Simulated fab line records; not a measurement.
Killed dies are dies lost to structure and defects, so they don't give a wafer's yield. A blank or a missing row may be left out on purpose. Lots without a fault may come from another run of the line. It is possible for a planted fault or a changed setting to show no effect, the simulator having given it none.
fab line records	flow berkeleyCmos170
[record] lots = 5	wafers = 23
route steps=331 shown SILICIDE@211 CONTACT@220 M1@242 M2@278 V2@292 M3@319
startH: hours from the record's first day to the start of the lot's first wafer shown	waitH: hours from the lot's prior step to this one	" the same as in the row above	L1.1+2: several wafers, shown together as one row	- no value present, or no start provided	* or withheld: withheld	< > ~ a bound
route shown NAME@n: NAME is a module with steps in the file, n the number in the route of the first one	usual: mean/standard deviation of fault-free wafers	same: alike in all rows	chamber/n: place in a boat	sites: per-site readings	_std_site: their standard deviation	_edge_site: outer sites' mean less inner sites'	radiusMm: for every site, how far away it sits from the centre of the wafer	mask NAME#n: copy n	behind: the most recent tool/chamber to have shaped the wafer	hold: why the lot went on hold/how many hours it stayed there/how the hold came to an end	device: names the non-switching transistor (n, p or np)	end of line: tests of these same wafers at the route's end	a step without rows: its recipe alone	killed: at the first sort, the dies lost to defects and structure; wafer yield is something else	map: a wafer's dies, x killed, . not, _ none there
set.NAME: the setting as run; set.NAME@STEP: as run at that earlier step	model.NAME: the simulator's own value behind a step, which no gauge read
lots whose settings were changed on purpose; a table a step, a row a wafer
[[steps]]
[step UCB170_SILICIDE_SPUTTER_01]
[recipe] material = Ti	targetThkNm = 30	timeS = 25	powerW = 1500	chamberPressurePa = 0.5
lot.wafer	tool	chamber	startH	waitH	set.timeS	model.Ti_of_SILICIDE_SPUTTER_01.thkNm
L075.1	pvdSputter-03	-	130.73	0.0	22.86	27.42
L075.2	"	-	"	"	22.86	27.85
L075.3	"	-	"	"	25	30.18
L075.5	"	-	"	"	22.86	27.68
L075.6	"	-	"	"	25	30.12
L074.1	pvdSputter-02	-	130.90	0.0	25	30.06
L074.3	"	-	"	"	25	29.84
L074.6	"	-	"	"	25	30.03
L080.1	pvdSputter-02	-	159.35	0.0	25	29.62
L080.2	"	-	"	"	23.52	28.04
L080.3	"	-	"	"	25	29.33
L080.4	"	-	"	"	23.52	28.05
L080.6	"	-	"	"	25	29.98
L082.1	pvdSputter-02	-	165.51	0.0	25	30.11
L082.2	"	-	"	"	27.75	33.25
L082.3	"	-	"	"	25	29.87
L082.4	"	-	"	"	27.75	33.46
L082.6	"	-	"	"	25	30
L081.1	pvdSputter-03	-	166.12	0.0	25	29.73
L081.2	"	-	"	"	21.37	25.71
L081.3	"	-	"	"	25	30.04
L081.4	"	-	"	"	25	29.88
L081.5	"	-	"	"	21.37	25.83
[step UCB170_SILICIDE_RS_MEAS_02]
[recipe] thkMeasGauge = four-point-probe	reads = Ti_of_SILICIDE_SPUTTER_01
[usual] SILICIDE_TI_RS = 26.1/0.33
lot.wafer	tool	chamber	startH	waitH	set.timeS@SILICIDE_SPUTTER_01	SILICIDE_TI_RS[ohm/sq]
L075.1	filmMetro-01	-	130.76	0.0	22.86	29.0
L075.2	"	-	"	"	22.86	28.5
L075.3	"	-	"	"	25	25.9
L075.5	"	-	"	"	22.86	28.7
L075.6	"	-	"	"	25	25.9
L074.1	filmMetro-02	-	130.93	0.0	25	26.0
L074.3	"	-	"	"	25	26.3
L074.6	"	-	"	"	25	26.1
L080.1	filmMetro-02	-	159.38	0.0	25	26.6
L080.2	"	-	"	"	23.52	28.3
L080.3	"	-	"	"	25	26.9
L080.4	"	-	"	"	23.52	28.3
L080.6	"	-	"	"	25	26.2
L082.1	filmMetro-02	-	165.54	0.0	25	26.1
L082.2	"	-	"	"	27.75	23.1
L082.3	"	-	"	"	25	26.3
L082.4	"	-	"	"	27.75	23.0
L082.6	"	-	"	"	25	26.1
L081.1	filmMetro-01	-	166.15	0.0	25	26.3
L081.2	"	-	"	"	21.37	31.3
L081.3	"	-	"	"	25	26.1
L081.4	"	-	"	"	25	26.2
L081.5	"	-	"	"	21.37	31.1
[step UCB170_SILICIDE_THK_MEAS_03]
[recipe] thkMeasGauge = xrf	reads = Ti_of_SILICIDE_SPUTTER_01
[usual] SILICIDE_TI_THK = 30.1/0.35
lot.wafer	tool	chamber	startH	waitH	set.timeS@SILICIDE_SPUTTER_01	SILICIDE_TI_THK[nm]
L075.1	filmMetro-01	-	130.88	0.1	22.86	27.5
L075.2	"	-	"	"	22.86	28.0
L075.3	"	-	"	"	25	30.3
L075.5	"	-	"	"	22.86	27.7
L075.6	"	-	"	"	25	30.2
L074.1	filmMetro-02	-	131.05	0.1	25	30.1
L074.3	"	-	"	"	25	29.9
L074.6	"	-	"	"	25	30.1
L080.1	filmMetro-02	-	159.50	0.1	25	29.6
L080.2	"	-	"	"	23.52	28.0
L080.3	"	-	"	"	25	29.3
L080.4	"	-	"	"	23.52	28.1
L080.6	"	-	"	"	25	30.1
L082.1	filmMetro-02	-	165.66	0.1	25	30.2
L082.2	"	-	"	"	27.75	33.1
L082.3	"	-	"	"	25	29.8
L082.4	"	-	"	"	27.75	33.5
L082.6	"	-	"	"	25	30.1
L081.1	filmMetro-01	-	166.27	0.1	25	29.9
L081.2	"	-	"	"	21.37	25.8
L081.3	"	-	"	"	25	30.0
L081.4	"	-	"	"	25	30.1
L081.5	"	-	"	"	21.37	25.9
[step UCB170_CONTACT_COAT_04]
[recipe] resist = KrF	spinRpm = 1500	resistThkNm = 900
lot.wafer	tool	chamber	startH	waitH	set.resistThkNm	model.KrF_of_CONTACT_COAT_04.thkNm
L075.1	lithoTrack-04	0	133.20	0.1	878.1	880.3
L075.2	"	0	"	"	900	901.5
L075.3	"	0	"	"	878.1	882.6
L075.5	"	0	"	"	900	901.4
L075.6	"	0	"	"	900	904
L074.1	lithoTrack-04	0	134.83	0.1	900	902.8
L074.3	"	0	"	"	900	903.1
L074.6	"	0	"	"	900	905.7
L080.1	lithoTrack-04	0	165.98	0.1	900	901.5
L080.2	"	0	"	"	885.6	890.1
L080.3	"	0	"	"	885.6	889.8
L080.4	"	0	"	"	885.6	891.7
L080.6	"	0	"	"	900	904.9
L082.1	lithoTrack-04	0	168.00	0.1	848	852.8
L082.2	"	0	"	"	900	907.4
L082.3	"	0	"	"	848	853.9
L082.4	"	0	"	"	900	907.2
L082.6	"	0	"	"	900	905.9
L081.1	lithoTrack-02	0	169.79	0.1	900	899.4
L081.2	"	0	"	"	900	900
L081.3	"	0	"	"	900	902
L081.4	"	0	"	"	900	901.2
L081.5	"	0	"	"	900	903.7
[step UCB170_CONTACT_SOFTBAKE_05]
[recipe] resist = KrF	tempC = 130	timeS = 60
[step UCB170_CONTACT_STRIP_06]
[recipe] chemistry = O2	powerW = 400	pressureMtorr = 3500	platenTempC = withheld	o2FlowSccm = 400	overashFraction = 0.5
[usual] stripTimeToEndpointS = 22.01/0.069
lot.wafer	tool	chamber	startH	waitH	set.resistThkNm@CONTACT_COAT_04	stripTimeToEndpointS
L075.1	plasmaAsher-01	1	133.50	0.1	878.1	21.48
L075.2	"	0	"	"	900	21.99
L075.3	"	0	"	"	878.1	21.55
L075.5	"	0	"	"	900	22.00
L075.6	"	1	"	"	900	22.06
L074.1	plasmaAsher-03	0	135.13	0.1	900	22.03
L074.3	"	1	"	"	900	22.06
L074.6	"	0	"	"	900	22.10
L080.1	plasmaAsher-03	0	166.28	0.1	900	22.01
L080.2	"	1	"	"	885.6	21.73
L080.3	"	1	"	"	885.6	21.73
L080.4	"	0	"	"	885.6	21.77
L080.6	"	0	"	"	900	22.09
L082.1	plasmaAsher-03	0	168.30	0.1	848	20.85
L082.2	"	1	"	"	900	22.13
L082.3	"	1	"	"	848	20.87
L082.4	"	0	"	"	900	22.15
L082.6	"	1	"	"	900	22.11
L081.1	plasmaAsher-03	0	170.09	0.1	900	21.95
L081.2	"	1	"	"	900	21.98
L081.3	"	0	"	"	900	22.01
L081.4	"	1	"	"	900	21.99
L081.5	"	1	"	"	900	22.05
[step UCB170_CONTACT_ETCH_18]
[recipe] chemistry = CHF3/CF4/Ar	target = PSG	stopOn = TiSi2	CHF3_flow_sccm = 45	cf4FlowSccm = 15	Ar_flow_sccm = 150	pressureMtorr = 200	rfW = 700	targetDepthA = 8400	overEtchFrac = 0.2	timeS = 195
lot.wafer	tool	chamber	startH	waitH	set.timeS	model.KrF_of_CONTACT_COAT_10.thkNm
L075.1	rieDiel-01	0	-	-	168.2	721.1
L075.2	"	2	"	"	195	696.9
L075.3	"	1	"	"	195	689.4
L075.5	"	0	"	"	195	693.3
L075.6	"	2	"	"	168.2	722.7
L074.1	rieDiel-04	1	-	-	195	698.2
L074.3	"	0	"	"	195	699.7
L074.6	"	3	"	"	195	692.3
L080.1	rieDiel-04	2	-	-	180.7	702.5
L080.2	"	1	"	"	195	693.9
L080.3	"	0	"	"	195	694.9
L080.4	"	1	"	"	180.7	708.6
L080.6	"	2	"	"	180.7	704.7
L082.1	rieDiel-04	0	-	-	195	691.9
L082.2	"	1	"	"	195	699.4
L082.3	"	2	"	"	195	690
L082.4	"	0	"	"	195	695
L082.6	"	1	"	"	195	698.1
L081.1	rieDiel-04	2	-	-	195	687.5
L081.2	"	1	"	"	221.8	663.1
L081.3	"	0	"	"	221.8	664.6
L081.4	"	0	"	"	195	690.4
L081.5	"	1	"	"	221.8	663.9
[step UCB170_M1_COAT_04]
[recipe] resist = KrF	spinRpm = 1500	resistThkNm = 900
lot.wafer	tool	chamber	startH	waitH	set.resistThkNm	model.KrF_of_M1_COAT_04.thkNm
L075.1	lithoTrack-01	0	-	-	900	901.4
L075.2	"	0	"	"	936.3	943.3
L075.3	"	0	"	"	936.3	938.7
L075.5	"	0	"	"	900	905.1
L075.6	"	0	"	"	936.3	939
L074.1	lithoTrack-01	0	-	-	900	899.7
L074.3	"	0	"	"	900	898.1
L074.6	"	0	"	"	900	900.1
L080.1	lithoTrack-02	0	-	-	900	899.9
L080.2	"	0	"	"	900	899.1
L080.3+6	"	0	"	"	900	896.2
L080.4	"	0	"	"	900	897
L082.1+2	lithoTrack-01	0	-	-	900	897.9
L082.3+6	"	0	"	"	925.9	923.6
L082.4	"	0	"	"	925.9	923.9
L081.1	lithoTrack-04	0	-	-	900	899.4
L081.2	"	0	"	"	900	900.1
L081.3	"	0	"	"	900	899.6
L081.4	"	0	"	"	886.1	883.7
L081.5	"	0	"	"	886.1	884.9
[step UCB170_M1_METAL_ETCH_12]
[recipe] chemistry = Cl2/BCl3	target = Al	stopOn = PSG	pressureMtorr = 12	targetDepthA = 7800	overEtchFrac = 0.3	timeS = 130	icpW = 600	biasW = 120	Cl2_flow_sccm = 90	bcl3FlowSccm = 45
lot.wafer	tool	chamber	startH	waitH	set.timeS	set.resistThkNm@M1_COAT_04	model.KrF_of_M1_COAT_04.thkNm
L075.1	rieMetal-04	0	138.54	-	130	900	439.7
L075.2	"	1	"	"	130	936.3	482
L075.3	"	1	"	"	130	936.3	478.3
L075.5	"	0	"	"	130	900	447
L075.6	"	1	"	"	130	936.3	479.6
L074.1	rieMetal-01	0	139.63	-	130	900	442.9
L074.3	"	0	"	"	130	900	442.4
L074.6	"	0	"	"	130	900	441.2
L080.1	rieMetal-01	1	169.71	-	148.5	900	381.1
L080.2	"	0	"	"	130	900	447.9
L080.3	"	0	"	"	130	900	445.5
L080.4	"	1	"	"	148.5	900	373.7
L080.6	"	0	"	"	130	900	445.8
L082.1	rieMetal-04	1	171.84	-	130	900	432.6
L082.2	"	0	"	"	140.9	900	409.8
L082.3	"	1	"	"	140.9	925.9	426.2
L082.4	"	0	"	"	130	925.9	468
L082.6	"	0	"	"	130	925.9	472.5
L081.1	rieMetal-02	1	173.47	-	115.2	900	488.9
L081.2	"	0	"	"	115.2	900	501.2
L081.3	"	1	"	"	130	900	432.2
L081.4	"	0	"	"	130	886.1	435.2
L081.5	"	1	"	"	130	886.1	420
[step UCB170_M2_STRIP_07]
[recipe] chemistry = O2	powerW = 400	pressureMtorr = 3500	platenTempC = withheld	o2FlowSccm = 400	overashFraction = 0.5
[usual] stripTimeToEndpointS = 21.95/0.059
lot.wafer	tool	chamber	startH	waitH	set.o2FlowSccm	stripTimeToEndpointS
L075.1	plasmaAsher-04	1	148.55	0.1	400	21.95
L075.2	"	0	"	"	445.9	21.69
L075.3	"	0	"	"	400	21.92
L075.5	"	1	"	"	445.9	21.62
L075.6	"	0	"	"	400	21.96
L074.1	plasmaAsher-03	1	148.67	0.1	400	22.07
L074.3	"	1	"	"	400	21.94
L074.6	"	1	"	"	400	21.98
L080.1	plasmaAsher-01	1	175.82	0.1	400	21.92
L080.2	"	0	"	"	400	21.87
L080.3	"	0	"	"	420.1	21.70
L080.4	"	1	"	"	420.1	21.74
L080.6	"	1	"	"	420.1	21.76
L082.1	plasmaAsher-04	0	181.40	0.1	400	21.94
L082.2	"	1	"	"	400	21.90
L082.3	"	0	"	"	400	21.99
L082.4	"	1	"	"	400	22.01
L082.6	"	1	"	"	400	22.00
L081.1	plasmaAsher-03	0	181.94	0.1	416.7	21.77
L081.2	"	1	"	"	400	21.93
L081.3	"	1	"	"	400	21.89
L081.4	"	0	"	"	416.7	21.76
L081.5	"	1	"	"	400	21.91
[step UCB170_V2_CVD_00]
[recipe] material = SiO2	targetThkNm = 2000	tempC = 390	precursor = TEOS/O2	timeS = 250	rfW = 550	pressureMtorr = 9000
lot.wafer	tool	chamber	startH	waitH	set.timeS	model.SiO2_of_V2_CVD_00.thkNm
L075.1	pecvd-04	1	150.42	0.1	250	1967
L075.2	"	0	"	"	250	1973
L075.3	"	2	"	"	271.4	2122
L075.5	"	2	"	"	271.4	2204
L075.6	"	0	"	"	271.4	2181
L074.1	pecvd-03	0	150.76	0.1	250	1987
L074.3	"	1	"	"	250	1928
L074.6	"	2	"	"	250	2017
L080.1	pecvd-02	2	178.13	0.1	276.4	2181
L080.2	"	0	"	"	250	1942
L080.3	"	1	"	"	250	1929
L080.4	"	0	"	"	276.4	2201
L080.6	"	1	"	"	276.4	2152
L082.1	pecvd-03	0	183.71	0.1	250	2038
L082.2	"	2	"	"	250	2026
L082.3	"	1	"	"	250	1977
L082.4	"	1	"	"	250	2016
L082.6	"	0	"	"	250	2056
L081.1	pecvd-04	1	184.25	0.1	267.2	2102
L081.2	"	0	"	"	250	1968
L081.3	"	2	"	"	250	1967
L081.4	"	2	"	"	267.2	2119
L081.5	"	1	"	"	267.2	2124
[step UCB170_V2_THK_MEAS_01]
[recipe] reads = SiO2_of_V2_CVD_00
[usual] V2_TEOS_THK = 1986/29
lot.wafer	tool	chamber	startH	waitH	set.timeS@V2_CVD_00	V2_TEOS_THK[nm]
L075.1	filmMetro-01	-	150.58	0.1	250	1966
L075.2	"	-	"	"	250	1973
L075.3	"	-	"	"	271.4	2120
L075.5	"	-	"	"	271.4	2205
L075.6	"	-	"	"	271.4	2181
L074.1	filmMetro-04	-	150.92	0.1	250	1987
L074.3	"	-	"	"	250	1929
L074.6	"	-	"	"	250	2017
L080.1	filmMetro-01	-	178.29	0.1	276.4	2182
L080.2	"	-	"	"	250	1943
L080.3	"	-	"	"	250	1929
L080.4	"	-	"	"	276.4	2200
L080.6	"	-	"	"	276.4	2151
L082.1	filmMetro-01	-	183.87	0.1	250	2040
L082.2	"	-	"	"	250	2025
L082.3	"	-	"	"	250	1976
L082.4	"	-	"	"	250	2014
L082.6	"	-	"	"	250	2056
L081.1	filmMetro-04	-	184.40	0.1	267.2	2103
L081.2	"	-	"	"	250	1966
L081.3	"	-	"	"	250	1967
L081.4	"	-	"	"	267.2	2118
L081.5	"	-	"	"	267.2	2123
[step UCB170_V2_PEB_10]
[recipe] pebTempC = 130	pebTimeS = withheld	resist = KrF
lot.wafer	tool	chamber	startH	waitH	set.pebTempC
L075.1+5+6	lithoTrack-03	0	151.96	0.2	133.8
L075.2+3	"	0	"	"	130
L074.1+3+6	lithoTrack-04	0	152.53	0.3	130
L080.1+3+6	lithoTrack-02	0	179.88	0.1	128.9
L080.2+4	"	0	"	"	130
L082.1+2+3+4+6	lithoTrack-03	0	185.63	0.4	130
L081.1+2+5	lithoTrack-04	0	186.00	0.2	126.7
L081.3+4	"	0	"	"	130
[step UCB170_V2_DEVELOP_11]
[recipe] developer = TMAH	developTimeS = 45	resist = KrF	devTempC = 21
[step UCB170_V2_CD_MEAS_12]
[recipe] targetCdNm = 700
[usual] cdNm = 699.8/1.3
lot.wafer	tool	chamber	startH	waitH	set.pebTempC@V2_PEB_10	cdNm
L075.1	cdSem-02	-	152.23	-	133.8	721.5
L075.2	"	-	"	"	130	701.1
L075.3	"	-	"	"	130	700.9
L075.5	"	-	"	"	133.8	722.8
L075.6	"	-	"	"	133.8	722.0
L074.1	cdSem-02	-	152.81	-	130	700.3
L074.3	"	-	"	"	130	698.9
L074.6	"	-	"	"	130	699.6
L080.1	cdSem-02	-	180.15	-	128.9	692.9
L080.2	"	-	"	"	130	701.7
L080.3	"	-	"	"	128.9	693.7
L080.4	"	-	"	"	130	700.8
L080.6	"	-	"	"	128.9	694.2
L082.1	cdSem-01	-	185.90	-	130	700.4
L082.2	"	-	"	"	130	699.6
L082.3	"	-	"	"	130	699.8
L082.4	"	-	"	"	130	698.1
L082.6	"	-	"	"	130	700.1
L081.1	cdSem-02	-	186.27	-	126.7	677.9
L081.2	"	-	"	"	126.7	675.3
L081.3	"	-	"	"	130	701.9
L081.4	"	-	"	"	130	701.7
L081.5	"	-	"	"	126.7	676.1
[step UCB170_V2_ETCH_14]
[recipe] chemistry = CHF3/CF4/Ar	target = SiO2	stopOn = Al	CHF3_flow_sccm = 45	cf4FlowSccm = 15	Ar_flow_sccm = 150	pressureMtorr = 200	rfW = 700	targetDepthA = 12500	overEtchFrac = 0.25	timeS = 291
lot.wafer	tool	chamber	startH	waitH	set.timeS	set.pebTempC@V2_PEB_10	model.KrF_of_V2_COAT_07.thkNm	model.V2.cdNm
L075.1	rieDiel-04	2	152.39	0.0	326.1	133.8	576.6	722.6
L075.2	"	3	"	"	291	130	613	701.7
L075.3	"	0	"	"	326.1	130	578.1	701.8
L075.5	"	2	"	"	291	133.8	607.1	722.8
L075.6	"	0	"	"	291	133.8	611.4	721.5
L074.1	rieDiel-03	3	152.96	0.0	291	130	616	700.1
L074.3	"	0	"	"	291	130	617.7	699.7
L074.6	"	0	"	"	291	130	617.1	699.3
L080.1	rieDiel-04	0	180.31	0.0	291	128.9	612.7	693.3
L080.2	"	1	"	"	247.7	130	656.3	699.1
L080.3	"	2	"	"	247.7	128.9	649.4	693.2
L080.4	"	0	"	"	291	130	616.5	701.3
L080.6	"	1	"	"	247.7	128.9	654	692.2
L082.1	rieDiel-01	1	186.06	0.0	291	130	612.6	700
L082.2	"	0	"	"	291	130	619.5	698.7
L082.3	"	2	"	"	291	130	619.4	699
L082.4	"	3	"	"	291	130	612.5	697.8
L082.6	"	2	"	"	291	130	616.4	698.6
L081.1	rieDiel-03	2	186.43	0.0	291	126.7	611.7	676.5
L081.2	"	3	"	"	291	126.7	611.8	674.4
L081.3	"	1	"	"	267.4	130	630	702.1
L081.4	"	0	"	"	291	130	614.5	700.9
L081.5	"	1	"	"	267.4	126.7	629.9	675.7
[step UCB170_V2_STRIP_15]
[recipe] chemistry = O2	powerW = 400	pressureMtorr = 3500	platenTempC = withheld	o2FlowSccm = 400	overashFraction = 0.5
[usual] stripTimeToEndpointS = 15.38/0.1
lot.wafer	tool	chamber	startH	waitH	set.timeS@V2_ETCH_14	stripTimeToEndpointS
L075.1	plasmaAsher-02	1	152.56	0.1	326.1	14.52
L075.2	"	0	"	"	291	15.38
L075.3	"	0	"	"	326.1	14.55
L075.5	"	1	"	"	291	15.24
L075.6	"	0	"	"	291	15.34
L074.1	plasmaAsher-03	0	153.14	0.1	291	15.46
L074.3	"	0	"	"	291	15.48
L074.6	"	0	"	"	291	15.48
L080.1	plasmaAsher-03	1	180.49	0.1	291	15.38
L080.2	"	0	"	"	247.7	16.35
L080.3	"	0	"	"	247.7	16.17
L080.4	"	1	"	"	291	15.47
L080.6	"	0	"	"	247.7	16.29
L082.1	plasmaAsher-02	1	186.24	0.1	291	15.38
L082.2	"	0	"	"	291	15.54
L082.3	"	1	"	"	291	15.55
L082.4	"	0	"	"	291	15.39
L082.6	"	1	"	"	291	15.46
L081.1	plasmaAsher-02	1	186.61	0.1	291	15.36
L081.2	"	0	"	"	291	15.34
L081.3	"	0	"	"	267.4	15.79
L081.4	"	1	"	"	291	15.41
L081.5	"	1	"	"	267.4	15.78
[step UCB170_V2_CD_MEAS_90]
[recipe] targetCdNm = 700
[usual] cdNm = 699.8/1.4
lot.wafer	tool	chamber	startH	waitH	set.pebTempC@V2_PEB_10	cdNm
L075.1	cdSem-01	-	152.66	0.1	133.8	722.6
L075.2	"	-	"	"	130	701.6
L075.3	"	-	"	"	130	702.2
L075.5	"	-	"	"	133.8	723.2
L075.6	"	-	"	"	133.8	721.7
L074.1	cdSem-01	-	153.24	0.1	130	700.1
L074.3	"	-	"	"	130	699.7
L074.6	"	-	"	"	130	699.8
L080.1	cdSem-02	-	180.59	0.1	128.9	693.5
L080.2	"	-	"	"	130	699.3
L080.3	"	-	"	"	128.9	693.2
L080.4	"	-	"	"	130	701.4
L080.6	"	-	"	"	128.9	692.2
L082.1	cdSem-01	-	186.38	0.1	130	700.4
L082.2	"	-	"	"	130	698.8
L082.3	"	-	"	"	130	699.3
L082.4	"	-	"	"	130	697.8
L082.6	"	-	"	"	130	698.7
L081.1	cdSem-01	-	186.71	0.1	126.7	676.1
L081.2	"	-	"	"	126.7	674.4
L081.3	"	-	"	"	130	701.6
L081.4	"	-	"	"	130	700.6
L081.5	"	-	"	"	126.7	675.4
[step UCB170_M3_COAT_10]
[recipe] resist = KrF	spinRpm = 1500	resistThkNm = 900
lot.wafer	tool	chamber	startH	waitH	set.resistThkNm	model.KrF_of_M3_COAT_10.thkNm
L075.1	lithoTrack-01	0	-	-	900	900.6
L075.2	"	0	"	"	900	901.4
L075.3	"	0	"	"	900	901.7
L075.5	"	0	"	"	900	899.9
L075.6	"	0	"	"	900	900.2
L074.1	lithoTrack-04	0	-	-	900	900.4
L074.3	"	0	"	"	900	901.5
L074.6	"	0	"	"	900	902
L080.1	lithoTrack-04	0	-	-	951.5	952.6
L080.2	"	0	"	"	951.5	954
L080.3	"	0	"	"	900	903.5
L080.4	"	0	"	"	900	903.1
L080.6	"	0	"	"	951.5	955.6
L082.1	lithoTrack-02	0	-	-	938.4	934
L082.2	"	0	"	"	900	896.4
L082.3	"	0	"	"	938.4	933.9
L082.4	"	0	"	"	938.4	934.1
L082.6	"	0	"	"	900	897.6
L081.1	lithoTrack-02	0	-	-	900	899.4
L081.2	"	0	"	"	882.8	881.8
L081.3	"	0	"	"	900	903.6
L081.4	"	0	"	"	882.8	882.4
L081.5	"	0	"	"	882.8	883.8
[[key]]
[split] step = UCB170_SILICIDE_SPUTTER_01	setting = timeS	stated = 25	by = wafer
[response] step = UCB170_SILICIDE_SPUTTER_01	reading = model.Ti_of_SILICIDE_SPUTTER_01.thkNm	change = +0.29	per = 1%	r = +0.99
[response] step = UCB170_SILICIDE_RS_MEAS_02	reading = SILICIDE_TI_RS	change = -0.32	per = 1%	r = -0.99
[response] step = UCB170_SILICIDE_THK_MEAS_03	reading = SILICIDE_TI_THK	change = +0.289	per = 1%	r = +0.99
[split] step = UCB170_CONTACT_COAT_04	setting = resistThkNm	stated = 900	by = wafer
[response] step = UCB170_CONTACT_COAT_04	reading = model.KrF_of_CONTACT_COAT_04.thkNm	change = +9.08	per = 1%	r = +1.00
[response] step = UCB170_CONTACT_STRIP_06	reading = stripTimeToEndpointS	change = *	per = 1%	r = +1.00
[split] step = UCB170_CONTACT_ETCH_18	setting = timeS	stated = 195	by = wafer
[response] step = UCB170_CONTACT_ETCH_18	reading = model.KrF_of_CONTACT_COAT_10.thkNm	change = -1.9	per = 1%	r = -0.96
[split] step = UCB170_M1_COAT_04	setting = resistThkNm	stated = 900	by = wafer
[response] step = UCB170_M1_COAT_04	reading = model.KrF_of_M1_COAT_04.thkNm	change = +9.18	per = 1%	r = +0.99
[response] step = UCB170_M1_METAL_ETCH_12	reading = model.KrF_of_M1_COAT_04.thkNm	slope = +9.03	per = 1%	togetherWith = timeS@M1_METAL_ETCH_12	explained = 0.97
[split] step = UCB170_M1_METAL_ETCH_12	setting = timeS	stated = 130	by = wafer
[response] step = UCB170_M1_METAL_ETCH_12	reading = model.KrF_of_M1_COAT_04.thkNm	change = -5.13	per = 1%	r = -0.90
[split] step = UCB170_M2_STRIP_07	setting = o2FlowSccm	stated = 400	by = wafer
[response] step = UCB170_M2_STRIP_07	reading = stripTimeToEndpointS	change = *	per = 1%	r = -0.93
[split] step = UCB170_V2_CVD_00	setting = timeS	stated = 250	by = wafer
[response] step = UCB170_V2_CVD_00	reading = model.SiO2_of_V2_CVD_00.thkNm	change = +22.7	per = 1%	r = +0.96
[response] step = UCB170_V2_THK_MEAS_01	reading = V2_TEOS_THK	change = +22.7	per = 1%	r = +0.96
[split] step = UCB170_V2_PEB_10	setting = pebTempC	stated = 130	by = wafer
[response] step = UCB170_V2_CD_MEAS_12	reading = cdNm	change = +8.44	per = 1%	r = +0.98
[response] step = UCB170_V2_ETCH_14	reading = model.V2.cdNm	change = +8.43	per = 1%	r = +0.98
[response] step = UCB170_V2_CD_MEAS_90	reading = cdNm	change = +8.41	per = 1%	r = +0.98
[split] step = UCB170_V2_ETCH_14	setting = timeS	stated = 291	by = wafer
[response] step = UCB170_V2_ETCH_14	reading = model.KrF_of_V2_COAT_07.thkNm	change = -2.58	per = 1%	r = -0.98
[response] step = UCB170_V2_STRIP_15	reading = stripTimeToEndpointS	change = *	per = 1%	r = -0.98
[split] step = UCB170_M3_COAT_10	setting = resistThkNm	stated = 900	by = wafer
[response] step = UCB170_M3_COAT_10	reading = model.KrF_of_M3_COAT_10.thkNm	change = +8.87	per = 1%	r = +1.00
